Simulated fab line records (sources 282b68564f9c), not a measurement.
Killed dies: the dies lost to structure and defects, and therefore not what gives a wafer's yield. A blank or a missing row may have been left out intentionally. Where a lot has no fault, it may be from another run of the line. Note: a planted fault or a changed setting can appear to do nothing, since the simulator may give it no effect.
fab line records ; flow rit-cmos
[record] lots = 14; wafers = 42; last-day = 8
route steps=202 shown CONTACT@168 M1@202
lots untouched by any fault: they come from a run of this same line in which no faults occurred
start-h: hours from the record's first day to the start of the lot's first wafer shown ; wait-h: how many hours have passed since the lot's step before this one ; " repeats the value in the row above ; L1.1+2: several wafers, shown together as one row ; - no value, or no start given ; * or withheld: withheld ; < > ~ a bound
route shown NAME@n: a module of which the file shows steps, and the number in the route of the first ; usual: mean and standard deviation over wafers with no fault ; same: alike in all rows ; chamber/n: place in a boat ; sites: readings site by site ; _std_site: the values' standard deviation ; _edge_site: the outer-site mean with the inner-site mean subtracted ; radius-mm: for every site, how far away it sits from the centre of the wafer ; mask NAME#n: copy n ; behind: tool/chamber where the wafer was last shaped ; hold: the reason the lot was held/the length of the hold in hours/how it ended ; device: transistor that didn't switch, given as n, p or np ; end of line: tests run on the same wafers once the route is complete ; for a step that has no rows: nothing shown but its recipe ; killed: dies that structure and defects cost at the first sort, which is not the same as the wafer's yield ; map: per-die view of a wafer (x killed, . not killed, _ where there is no die)
set.NAME: the setting the step ran with; set.NAME@STEP: the setting that earlier step ran with ; model.NAME: the simulator's own value behind a step, which no gauge read
steps of the route over a sample of lots; a table a step, a row a wafer
services: the hour from which a tool's chamber was out of use, counted from the record's first day as start-h (under 0 if before that day), plus the number of hours and why
[[steps]]
[step RIT_CONTACT_CVD_00]
[recipe] material = SiO2; target-thk-nm = 400; precursor = TEOS; temp-c = 390; time-s = 61; rf-w = 400
[usual] heater-power-w = 320/62; rf-fwd-power-W = 396.8/1.8
lot.wafer;tool;chamber;start-h;wait-h;heater-power-w;rf-fwd-power-W;since-wet-clean-h
L943.1;pecvd-03;1;59.72;0.1;248;396.5;615
L943.2;pecvd-03;2;59.72;0.1;340;396.8;615
L943.4;pecvd-03;0;59.72;0.1;349;395.5;-
L944.1;pecvd-01;2;63.33;0.1;314;397.7;214
L944.2;pecvd-01;1;63.33;0.1;349;395.1;214
L944.6;pecvd-01;1;63.33;0.1;374;394.5;-
L946.2;pecvd-03;0;71.48;0.0;332;399.7;627
L946.3;pecvd-03;1;71.48;0.0;286;398.0;627
L946.5;pecvd-03;2;71.48;0.0;366;399.7;-
L947.2;pecvd-01;1;76.26;0.0;405;393.1;227
L947.3;pecvd-01;2;76.26;0.0;249;395.7;227
L947.5;pecvd-01;0;76.26;0.0;289;395.0;-
L949.2;pecvd-03;1;90.74;0.0;287;398.7;646
L949.3;pecvd-03;0;90.74;0.0;292;401.1;646
L949.4;pecvd-03;0;90.74;0.0;311;399.6;-
L951.2;pecvd-04;1;96.40;0.0;367;395.2;1042
L951.4;pecvd-04;1;96.40;0.0;380;395.8;-
L951.5;pecvd-04;0;96.40;0.0;228;393.1;-
L953.2;pecvd-01;2;106.98;0.0;267;397.9;258
L953.4;pecvd-01;0;106.98;0.0;268;398.2;-
L953.5;pecvd-01;2;106.98;0.0;276;398.5;-
L955.1;pecvd-03;2;116.76;0.1;367;397.4;672
L955.3;pecvd-03;0;116.76;0.1;319;397.9;672
L955.4;pecvd-03;0;116.76;0.1;333;399.3;-
L956.2;pecvd-01;2;120.55;0.0;238;398.3;271
L956.4;pecvd-01;2;120.55;0.0;246;397.8;-
L956.5;pecvd-01;0;120.55;0.0;287;395.4;-
L957.1;pecvd-04;1;130.47;0.1;339;397.5;1076
L957.5;pecvd-04;0;130.47;0.1;281;393.2;-
L957.6;pecvd-04;2;130.47;0.1;448;395.4;-
L958.1;pecvd-03;2;138.84;0.1;292;398.7;694
L958.2;pecvd-03;1;138.84;0.1;259;395.7;694
L958.4;pecvd-03;0;138.84;0.1;307;398.2;-
L961.1;pecvd-03;1;152.88;0.1;169;556.5;708
L961.5;pecvd-03;1;152.88;0.1;203;557.3;-
L961.6;pecvd-03;2;152.88;0.1;320;398.7;-
L964.1;pecvd-03;1;169.89;0.1;197;558.8;725
L964.3;pecvd-03;2;169.89;0.1;327;397.8;725
L964.5;pecvd-03;0;169.89;0.1;261;398.8;-
L965.1;pecvd-01;1;176.34;0.1;389;395.0;327
L965.2;pecvd-01;0;176.34;0.1;291;396.2;327
L965.3;pecvd-01;2;176.34;0.1;298;397.3;327
[step RIT_CONTACT_THK_MEAS_01]
[recipe] reads = SiO2_of_CONTACT_CVD_00
[usual] CONTACT_TEOS_THK = 399/5.4
lot.wafer;tool;chamber;start-h;wait-h;CONTACT_TEOS_THK[nm]
L943.1;film-metro-01;-;59.77;0.0;399
L943.2;film-metro-01;-;59.77;0.0;401
L943.4;film-metro-01;-;59.77;0.0;405
L944.1;film-metro-04;-;63.38;0.0;392
L944.2;film-metro-04;-;63.38;0.0;397
L944.6;film-metro-04;-;63.38;0.0;405
L946.2;film-metro-04;-;71.54;0.0;390
L946.3;film-metro-04;-;71.54;0.0;390
L946.5;film-metro-04;-;71.54;0.0;394
L947.2;film-metro-01;-;76.32;0.0;401
L947.3;film-metro-01;-;76.32;0.0;397
L947.5;film-metro-01;-;76.32;0.0;407
L949.2;film-metro-01;-;90.81;0.0;393
L949.3;film-metro-01;-;90.81;0.0;387
L949.4;film-metro-01;-;90.81;0.0;390
L951.2;film-metro-02;-;96.46;0.0;399
L951.4;film-metro-02;-;96.46;0.0;401
L951.5;film-metro-02;-;96.46;0.0;402
L953.2;film-metro-02;-;107.04;0.0;400
L953.4;film-metro-02;-;107.04;0.0;403
L953.5;film-metro-02;-;107.04;0.0;405
L955.1;film-metro-02;-;116.81;0.0;397
L955.3;film-metro-02;-;116.81;0.0;387
L955.4;film-metro-02;-;116.81;0.0;397
L956.2;film-metro-01;-;120.61;0.0;397
L956.4;film-metro-01;-;120.61;0.0;402
L956.5;film-metro-01;-;120.61;0.0;411
L957.1;film-metro-04;-;130.52;0.0;393
L957.5;film-metro-04;-;130.52;0.0;396
L957.6;film-metro-04;-;130.52;0.0;398
L958.1;film-metro-02;-;138.89;0.0;393
L958.2;film-metro-02;-;138.89;0.0;395
L958.4;film-metro-02;-;138.89;0.0;399
L961.1;film-metro-01;-;152.95;0.1;439
L961.5;film-metro-01;-;152.95;0.1;446
L961.6;film-metro-01;-;152.95;0.1;403
L964.1;film-metro-01;-;169.94;0.0;436
L964.3;film-metro-01;-;169.94;0.0;394
L964.5;film-metro-01;-;169.94;0.0;403
L965.1;film-metro-01;-;176.39;0.0;396
L965.2;film-metro-01;-;176.39;0.0;391
L965.3;film-metro-01;-;176.39;0.0;391
[step RIT_M1_PROBE_99]
[usual] killed_at_M0_to_M3 = 0.0/0.14; killed-at-contacts = 0.1/0.3; killed-at-front-end = 6.5/2.9; killed-dies = 6.6/3; killed-open = 3.3/2; killed-short = 3.3/1.9
[same] gross-dies = 264; killed_at_M4_up = 0; killed-at-back-side = 0; killed-at-other = 0
lot.wafer;tool;chamber;start-h;wait-h;killed_at_M0_to_M3;killed-at-contacts;killed-at-front-end;killed-dies;killed-open;killed-short
L944.1;prober-01;-;70.48;0.1;0;0;6;6;4;2
L944.2;prober-01;-;70.53;0.1;0;0;5;5;1;4
L944.6;prober-01;-;70.73;0.2;0;0;9;9;3;6
L949.2;prober-02;-;100.04;0.1;0;0;7;7;2;5
L949.3;prober-02;-;100.09;0.2;0;0;7;7;3;4
L949.4;prober-02;-;100.14;0.2;0;0;7;7;3;4
L956.2;prober-01;-;129.44;0.1;0;1;8;9;5;4
L956.4;prober-01;-;129.54;0.2;0;0;5;5;2;3
L956.5;prober-01;-;129.59;0.2;0;0;5;5;4;1
L957.1;prober-02;-;136.72;0.1;0;0;8;8;4;4
L957.5;prober-02;-;136.92;0.2;0;0;7;7;3;4
L957.6;prober-02;-;136.97;0.2;0;0;15;15;7;8
L958.1;prober-01;-;147.18;0.1;0;0;10;10;5;5
L958.2;prober-01;-;147.23;0.1;0;0;8;8;5;3
L958.4;prober-01;-;147.33;0.2;0;0;8;8;3;5
L961.5;prober-02;-;161.06;0.2;0;2;1;3;0;1
L964.1;prober-01;-;177.53;0.1;0;0;6;6;4;2
L964.3;prober-01;-;177.63;0.2;0;0;8;8;5;3
L964.5;prober-01;-;177.73;0.2;0;1;6;7;5;2
// killed by level:class
L944.1 SPACER:geometric-particle:open=2 GATE:geometric-particle:open=1 GATE:geometric-particle:short=1 SILICIDE:geometric-particle:open=1 SILICIDE:geometric-particle:short=1
L944.2 SPACER:geometric-particle:short=2 FOX2:geometric-particle:short=1 SPACER:geometric-particle:open=1 SILICIDE:geometric-particle:short=1
L944.6 GATE:geometric-particle:short=3 FOX2:geometric-particle:short=1 FOX2:geometric-particle:open=1 GATE:geometric-particle:open=1 REOX:geometric-particle:short=1 SPACER:geometric-particle:short=1 SILICIDE:geometric-particle:open=1
L949.2 GATE:geometric-particle:short=4 REOX:geometric-particle:open=1 REOX:geometric-particle:short=1 SILICIDE:geometric-particle:open=1
L949.3 GATE:geometric-particle:short=3 GATE:geometric-particle:open=2 FOX2:geometric-particle:open=1 FOX2:geometric-particle:short=1
L949.4 GATE:geometric-particle:short=3 GATE:geometric-particle:open=3 SILICIDE:geometric-particle:short=1
L956.2 FOX1:geometric-particle:short=3 SPACER:geometric-particle:open=2 FOX2:geometric-particle:open=1 GATE:geometric-particle:open=1 REOX:geometric-particle:short=1 CONTACT:geometric-particle:open=1
L956.4 REOX:geometric-particle:open=2 SPACER:geometric-particle:short=2 REOX:geometric-particle:short=1
L956.5 SPACER:geometric-particle:open=3 FOX1:geometric-particle:short=1 FOX2:geometric-particle:open=1
L957.1 REOX:geometric-particle:short=4 GATE:geometric-particle:open=2 FOX1:geometric-particle:open=1 REOX:geometric-particle:open=1
L957.5 REOX:geometric-particle:open=2 FOX1:geometric-particle:short=1 FOX2:geometric-particle:open=1 FOX2:geometric-particle:short=1 GATE:geometric-particle:short=1 SPACER:geometric-particle:short=1
L957.6 FOX2:geometric-particle:open=3 GATE:geometric-particle:short=3 FOX1:geometric-particle:short=2 REOX:geometric-particle:short=2 FOX1:geometric-particle:open=1 FOX2:geometric-particle:short=1 GATE:geometric-particle:open=1 REOX:geometric-particle:open=1
L958.1 SILICIDE:geometric-particle:open=3 GATE:geometric-particle:short=2 SILICIDE:geometric-particle:short=2 GATE:geometric-particle:open=1 REOX:geometric-particle:open=1 SPACER:geometric-particle:short=1
L958.2 GATE:geometric-particle:open=4 FOX1:geometric-particle:short=1 FOX2:geometric-particle:short=1 FOX2:geometric-particle:open=1 REOX:geometric-particle:short=1
L958.4 SPACER:geometric-particle:short=2 FOX1:geometric-particle:short=1 GATE:geometric-particle:short=1 GATE:geometric-particle:open=1 REOX:geometric-particle:short=1 REOX:geometric-particle:open=1 SPACER:geometric-particle:open=1
L961.5 CONTACT:area-etch=2 GATE:geometric-particle:short=1
L964.1 GATE:geometric-particle:open=3 GATE:geometric-particle:short=1 REOX:geometric-particle:short=1 SILICIDE:geometric-particle:open=1
L964.3 GATE:geometric-particle:open=2 SPACER:geometric-particle:open=2 FOX1:geometric-particle:short=1 FOX2:geometric-particle:open=1 GATE:geometric-particle:short=1 SPACER:geometric-particle:short=1
L964.5 REOX:geometric-particle:open=2 FOX1:geometric-particle:short=1 GATE:geometric-particle:open=1 GATE:geometric-particle:short=1 SILICIDE:geometric-particle:open=1 CONTACT:geometric-particle:open=1
[[services]]
tool;chamber;start-h;hours;kind
pecvd-03;-;91.22;6.0;pm
pecvd-01;1;129.70;8.2;repair
pecvd-03;0;148.17;20.0;repair
[[key]]
[first-sign] step = RIT_CONTACT_CVD_00; reading = rf-fwd-power-W; direction = up; sigmas = 88; usual = 396.8; struck = 557.5
[effect] step = RIT_CONTACT_CVD_00; reading = heater-power-w; direction = down; sigmas = 2.1; usual = 320; struck = 190
[effect] step = RIT_CONTACT_THK_MEAS_01; reading = CONTACT_TEOS_THK; direction = up; sigmas = 7.7; usual = 399; struck = 440
met-at RIT_CONTACT_CVD_00
struck-lots L961,L964
struck-wafers L961.1,L961.5,L964.1
tester-left-out L961,L964
onset-between 138.84 152.88
[fault] kind = process-parameter-drift; tool = pecvd-03; chamber = 1; onset-h = 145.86; steps = RIT_CONTACT_CVD_00; channel = rf-w; offset = 160; shape = step; end-h = 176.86; stated = 400
// tester-left-out: of these lots the tester's yield and bins aren't shown, on N5 and GAA mostly nor the transistor test; their killed dies are dies lost to structure and defects alone, not to doping, threshold or leakage, so they don't give the yield
